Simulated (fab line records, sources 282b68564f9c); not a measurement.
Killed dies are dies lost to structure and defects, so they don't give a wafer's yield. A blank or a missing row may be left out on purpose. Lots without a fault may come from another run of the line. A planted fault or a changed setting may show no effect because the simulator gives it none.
fab line records | flow rit_cmos
record lots=14 wafers=42 last_day=7
route steps=202 shown NWELL@37 M1@202
lots that met no fault: from a run of the same line without faults
start_h: hours from the record's first day to the start of the lot's first wafer shown | wait_h: hours since the lot's step before | " the same as in the row above | L1.1+2: a row that stands for several wafers | - no value, or no start given | * or withheld: withheld | < > ~ a bound
route shown NAME@n: a module of which the file shows steps, and the number in the route of the first | usual: mean/standard deviation of fault-free wafers | same: alike in all rows | chamber/n: place in a boat | sites: the reading at each site | _std_site: their standard deviation | _edge_site: outer sites' mean less inner sites' | radius_mm: how far each site lies from the wafer's centre | mask NAME#n: copy n | behind: the tool/chamber that last shaped the wafer | hold: why the lot was held/for how many hours/how that ended | device: the transistor (n, p or np) that didn't switch | end of line: the same wafers' tests at the end of the route | a step without rows: its recipe alone | killed: dies lost to structure and defects at the first sort, not the wafer's yield | map: a wafer's dies, x killed, . not, _ none there
set.NAME: the setting as run; set.NAME@STEP: as run at that earlier step | model.NAME: the simulator's own value behind a step, which no gauge read
steps of the route over a sample of lots; a table a step, a row a wafer
services: from which hour (start_h, from the record's first day; less than 0 if before it) a tool's chamber was out of use, for how many hours, and why
## steps
# step RIT_NWELL_STRIP_09
# recipe chemistry=O2 time_s=180 resist=NOVOLAK platen_temp_c=withheld power_w=500 pressure_mtorr=4000 o2_flow_sccm=4000
# usual drypump_motor_current_A=5.7/0.58
# same time_s=180
# columns lot.wafer tool chamber start_h wait_h drypump_motor_current_A rf_hours_counter_h
L339.1 plasma_asher-02 1 22.21 0.1 6.1 37
L339.2 " 0 " " 6.8 37
L339.4 " 0 " " 6.8 -
L340.1 plasma_asher-04 1 26.46 0.1 5.6 24
L340.2 " 0 " " 4.8 24
L340.5 " 0 " " 4.8 -
L341.2 plasma_asher-03 0 31.69 0.1 5.5 40
L341.4 " 1 " " 5.7 -
L341.6 " 1 " " 5.6 -
L342.1 plasma_asher-04 1 37.71 0.1 5.6 25
L342.3 " 1 " " 5.6 -
L342.6 " 1 " " 5.6 -
L343.1 plasma_asher-03 1 41.88 0.1 5.6 42
L343.4 " 0 " " 5.5 -
L343.6 " 1 " " 5.6 -
L344.1 plasma_asher-04 1 48.89 0.1 5.6 26
L344.2 " 0 " " 4.8 26
L344.4 " 1 " " 5.6 -
L345.1 plasma_asher-02 1 53.71 0.1 6.1 40
L345.3 " 1 " " 6.1 -
L345.5 " 1 " " 6.1 -
L348.3 plasma_asher-02 0 68.05 0.1 6.8 -
L348.4 " 1 " " 6.1 -
L348.5 " 0 " " 6.8 -
L350.1 plasma_asher-03 0 77.43 0.1 5.5 45
L350.3 " 0 " " 5.5 -
L350.6 " 0 " " 5.5 -
L352.1 plasma_asher-03 0 86.83 0.1 5.5 46
L352.2 " 1 " " 5.6 46
L352.6 " 1 " " 5.6 -
L356.1 plasma_asher-03 1 107.61 0.1 5.7 49
L356.3 " 1 " " 5.6 -
L356.4 " 0 " " 5.5 -
L359.1 plasma_asher-02 1 122.65 0.1 6.0 47
L359.3 " 1 " " 6.0 -
L359.6 " 1 " " 6.0 -
L361.2 plasma_asher-02 1 132.36 0.1 6.0 48
L361.5 " 0 " " 6.8 -
L361.6 " 1 " " 6.0 -
L362.2 plasma_asher-04 0 136.26 0.1 4.8 36
L362.3 " 0 " " 4.8 -
L362.5 " 1 " " 5.6 -
# step RIT_M1_PROBE_99
# usual killed_at_M0_to_M3=0.0/0.083 killed_at_contacts=0.1/0.35 killed_at_front_end=6.9/2.8 killed_dies=7.0/2.8 killed_open=3.4/2 killed_short=3.5/2.1
# same gross_dies=264 killed_at_M4_up=0 killed_at_back_side=0 killed_at_other=0
# columns lot.wafer tool chamber start_h wait_h hold killed_at_M0_to_M3 killed_at_contacts killed_at_front_end killed_dies killed_open killed_short
L339.1 prober-01 - 60.12 0.1 - 0 1 3 4 2 2
L339.2 prober-01 - 60.17 0.1 - 0 0 10 10 5 5
L339.4 prober-01 - 60.27 0.2 - 0 0 4 4 1 3
L340.1 prober-02 - 65.90 0.1 - 0 0 13 13 4 9
L340.2 prober-02 - 65.95 0.1 - 0 0 5 5 0 5
L340.5 prober-02 - 66.10 0.2 - 0 0 13 13 6 7
L341.2 prober-01 - 69.72 0.1 - 0 0 10 10 4 6
L341.4 prober-01 - 69.82 0.2 - 0 0 5 5 5 0
L341.6 prober-01 - 69.92 0.2 - 0 0 5 5 2 3
L342.1 prober-02 - 78.25 0.1 - 0 0 4 4 3 1
L342.3 prober-02 - 78.35 0.2 - 0 0 8 8 7 1
L342.6 prober-02 - 78.50 0.2 - 0 0 7 7 4 3
L343.1 prober-01 - 83.06 0.1 - 0 0 7 7 0 7
L343.4 prober-01 - 83.21 0.2 - 0 0 9 9 4 5
L343.6 prober-01 - 83.31 0.2 - 0 0 7 7 5 2
L344.1 prober-02 - 86.86 0.1 - 0 0 8 8 3 5
L344.4 prober-02 - 87.01 0.2 - 0 0 7 7 4 3
L345.1 prober-01 - 93.43 0.1 - 0 0 6 6 1 5
L345.3 prober-01 - 93.53 0.2 - 0 0 5 5 1 4
L345.5 prober-01 - 93.63 0.2 - 0 1 10 11 4 7
L348.3 prober-02 - 108.45 0.2 - 0 0 6 6 3 3
L348.4 prober-02 - 108.50 0.2 - 0 0 3 3 2 1
L348.5 prober-02 - 108.55 0.2 - 0 0 8 8 4 4
L350.1 prober-02 - 115.24 0.1 - 0 0 6 6 3 3
L350.3 prober-02 - 115.34 0.2 - 0 0 4 4 3 1
L350.6 prober-02 - 115.49 0.2 - 0 0 4 4 1 3
L352.1 prober-02 - 123.48 0.1 await_dispo/14.8h/release 1 0 43 44 1 2
L352.2 prober-02 - 123.53 0.1 await_dispo/14.8h/release 0 0 4 4 2 2
L352.6 prober-02 - 123.73 0.2 await_dispo/14.8h/release 0 0 6 6 2 4
L356.1 prober-02 - 144.09 0.1 await_dispo/1.7h/release 0 0 9 9 4 5
L356.3 prober-02 - 144.19 0.2 await_dispo/1.7h/release 0 0 10 10 7 3
L356.4 prober-02 - 144.24 0.2 await_dispo/1.7h/release 0 0 47 47 5 2
L359.1 prober-02 - 158.48 0.1 - 0 0 5 5 1 4
L359.3 prober-02 - 158.58 0.2 - 0 0 7 7 2 5
L359.6 prober-02 - 158.73 0.2 - 0 0 9 9 4 5
L361.2 prober-01 - 172.84 0.1 - 0 0 6 6 4 1
L361.5 prober-01 - 172.99 0.2 - 0 0 4 4 3 1
L361.6 prober-01 - 173.04 0.2 - 0 0 2 2 1 1
L362.2 prober-02 - 174.46 0.1 - 0 0 3 3 0 3
L362.3 prober-02 - 174.51 0.2 - 0 0 10 10 5 5
L362.5 prober-02 - 174.61 0.2 - 0 0 5 5 1 4
# killed by level:class
L339.1 GATE:geometric_particle:open=2 GATE:geometric_particle:short=1 CONTACT:geometric_particle:short=1
L339.2 GATE:geometric_particle:short=3 SPACER:geometric_particle:open=3 GATE:geometric_particle:open=2 SPACER:geometric_particle:short=2
L339.4 GATE:geometric_particle:short=2 GATE:geometric_particle:open=1 SPACER:geometric_particle:short=1
L340.1 GATE:geometric_particle:short=4 GATE:geometric_particle:open=3 SPACER:geometric_particle:short=3 FOX1:geometric_particle:short=1 REOX:geometric_particle:short=1 SPACER:geometric_particle:open=1
L340.2 GATE:geometric_particle:short=2 SILICIDE:geometric_particle:short=2 FOX1:geometric_particle:short=1
L340.5 FOX1:geometric_particle:short=3 FOX1:geometric_particle:open=3 GATE:geometric_particle:open=2 GATE:geometric_particle:short=2 SPACER:geometric_particle:short=2 SPACER:geometric_particle:open=1
L341.2 FOX1:geometric_particle:short=4 FOX1:geometric_particle:open=4 GATE:geometric_particle:short=1 SILICIDE:geometric_particle:short=1
L341.4 FOX1:geometric_particle:open=4 GATE:geometric_particle:open=1
L341.6 GATE:geometric_particle:short=2 FOX1:geometric_particle:open=1 FOX2:geometric_particle:open=1 REOX:geometric_particle:short=1
L342.1 GATE:geometric_particle:open=2 GATE:geometric_particle:short=1 REOX:geometric_particle:open=1
L342.3 GATE:geometric_particle:open=4 FOX2:geometric_particle:open=1 REOX:geometric_particle:open=1 REOX:geometric_particle:short=1 SPACER:geometric_particle:open=1
L342.6 REOX:geometric_particle:open=3 FOX1:geometric_particle:short=1 FOX2:geometric_particle:short=1 GATE:geometric_particle:open=1 SILICIDE:geometric_particle:short=1
L343.1 FOX1:geometric_particle:short=2 GATE:geometric_particle:short=2 FOX2:geometric_particle:short=1 REOX:geometric_particle:short=1 SILICIDE:geometric_particle:short=1
L343.4 GATE:geometric_particle:short=3 REOX:geometric_particle:open=2 FOX1:geometric_particle:short=1 FOX1:geometric_particle:open=1 GATE:geometric_particle:open=1 REOX:geometric_particle:short=1
L343.6 FOX2:geometric_particle:open=2 GATE:geometric_particle:short=2 SILICIDE:geometric_particle:open=2 REOX:geometric_particle:open=1
L344.1 GATE:geometric_particle:short=5 GATE:geometric_particle:open=2 FOX1:geometric_particle:open=1
L344.4 GATE:geometric_particle:open=2 SPACER:geometric_particle:short=2 FOX1:geometric_particle:open=1 GATE:geometric_particle:short=1 SPACER:geometric_particle:open=1
L345.1 SPACER:geometric_particle:short=3 REOX:geometric_particle:short=1 FOX2:geometric_particle:short=1 GATE:geometric_particle:open=1
L345.3 GATE:geometric_particle:short=3 GATE:geometric_particle:open=1 SPACER:geometric_particle:short=1
L345.5 GATE:geometric_particle:short=2 GATE:geometric_particle:open=2 SPACER:geometric_particle:short=2 SILICIDE:geometric_particle:short=2 SPACER:geometric_particle:open=1 SILICIDE:geometric_particle:open=1 CONTACT:geometric_particle:short=1
L348.3 GATE:geometric_particle:short=3 GATE:geometric_particle:open=1 REOX:geometric_particle:open=1 SPACER:geometric_particle:open=1
L348.4 GATE:geometric_particle:open=1 GATE:geometric_particle:short=1 SPACER:geometric_particle:open=1
L348.5 REOX:geometric_particle:open=3 GATE:geometric_particle:short=2 GATE:geometric_particle:open=1 REOX:geometric_particle:short=1 SPACER:geometric_particle:short=1
L350.1 GATE:geometric_particle:open=2 GATE:geometric_particle:short=1 REOX:geometric_particle:short=1 REOX:geometric_particle:open=1 SPACER:geometric_particle:short=1
L350.3 FOX1:geometric_particle:short=1 FOX2:geometric_particle:open=1 SPACER:geometric_particle:open=1 SILICIDE:geometric_particle:open=1
L350.6 SILICIDE:geometric_particle:short=2 FOX1:geometric_particle:short=1 SILICIDE:geometric_particle:open=1
L352.1 NWELL:unspecified=41 FOX2:geometric_particle:short=1 GATE:geometric_particle:open=1 M1:geometric_particle:short=1
L352.2 FOX1:geometric_particle:short=1 GATE:geometric_particle:open=1 REOX:geometric_particle:open=1 REOX:geometric_particle:short=1
L352.6 FOX1:geometric_particle:short=1 FOX2:geometric_particle:short=1 GATE:geometric_particle:short=1 GATE:geometric_particle:open=1 REOX:geometric_particle:open=1 REOX:geometric_particle:short=1
L356.1 GATE:geometric_particle:short=4 FOX2:geometric_particle:open=2 GATE:geometric_particle:open=1 REOX:geometric_particle:open=1 REOX:geometric_particle:short=1
L356.3 GATE:geometric_particle:open=4 REOX:geometric_particle:open=2 SPACER:geometric_particle:short=2 GATE:geometric_particle:short=1 SPACER:geometric_particle:open=1
L356.4 NWELL:unspecified=40 GATE:geometric_particle:open=3 GATE:geometric_particle:short=1 REOX:geometric_particle:short=1 SPACER:geometric_particle:open=1 SILICIDE:geometric_particle:open=1
L359.1 SPACER:geometric_particle:short=2 FOX1:geometric_particle:short=1 SILICIDE:geometric_particle:short=1 SILICIDE:geometric_particle:open=1
L359.3 GATE:geometric_particle:open=2 GATE:geometric_particle:short=2 FOX1:geometric_particle:short=1 SPACER:geometric_particle:short=1 SILICIDE:geometric_particle:short=1
L359.6 GATE:geometric_particle:open=2 GATE:geometric_particle:short=2 SILICIDE:geometric_particle:open=2 FOX1:geometric_particle:short=1 SPACER:geometric_particle:short=1 SILICIDE:geometric_particle:short=1
L361.2 GATE:geometric_particle:open=2 FOX1:geometric_particle:open=1 SPACER:geometric_particle:open=1 FOX2:geometric_particle:short=1 NWELL:coat_microbubble_printed=1
L361.5 GATE:geometric_particle:open=3 SPACER:geometric_particle:short=1
L361.6 SPACER:geometric_particle:short=1 SILICIDE:geometric_particle:open=1
L362.2 FOX1:geometric_particle:short=1 GATE:geometric_particle:short=1 SILICIDE:geometric_particle:short=1
L362.3 GATE:geometric_particle:short=3 GATE:geometric_particle:open=3 FOX1:geometric_particle:short=2 FOX1:geometric_particle:open=1 SILICIDE:geometric_particle:open=1
L362.5 GATE:geometric_particle:short=2 REOX:geometric_particle:short=2 FOX1:geometric_particle:open=1
## services
# columns tool chamber start_h hours kind
plasma_asher-03 - 11.10 14.6 pm
plasma_asher-02 - 33.02 3.0 repair
plasma_asher-03 - 62.49 0.7 repair
plasma_asher-04 - 93.69 0.4 repair
plasma_asher-04 - 105.16 2.2 repair
plasma_asher-02 - 123.99 3.4 repair
## key
first_sign step=RIT_M1_PROBE_99 reading=killed_at_front_end direction=up sigmas=14 usual=6.9 struck=45
effect step=RIT_M1_PROBE_99 reading=killed_dies direction=up sigmas=14 usual=7.0 struck=45.5
met_at RIT_NWELL_STRIP_09
struck_lots L352,L356
struck_wafers L352.1,L356.4
tester_left_out L352,L356
onset_between 77.43 86.83
fault kind=chamber_particle_source tool=plasma_asher-03 chamber=0 onset_h=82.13 steps=RIT_NWELL_STRIP_09 rate_per_visit_cm2=1.9637 end_h=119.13
# tester_left_out: of these lots the tester's yield and bins aren't shown, on N5 and GAA mostly nor the transistor test; their killed dies are dies lost to structure and defects alone, not to doping, threshold or leakage, so they don't give the yield
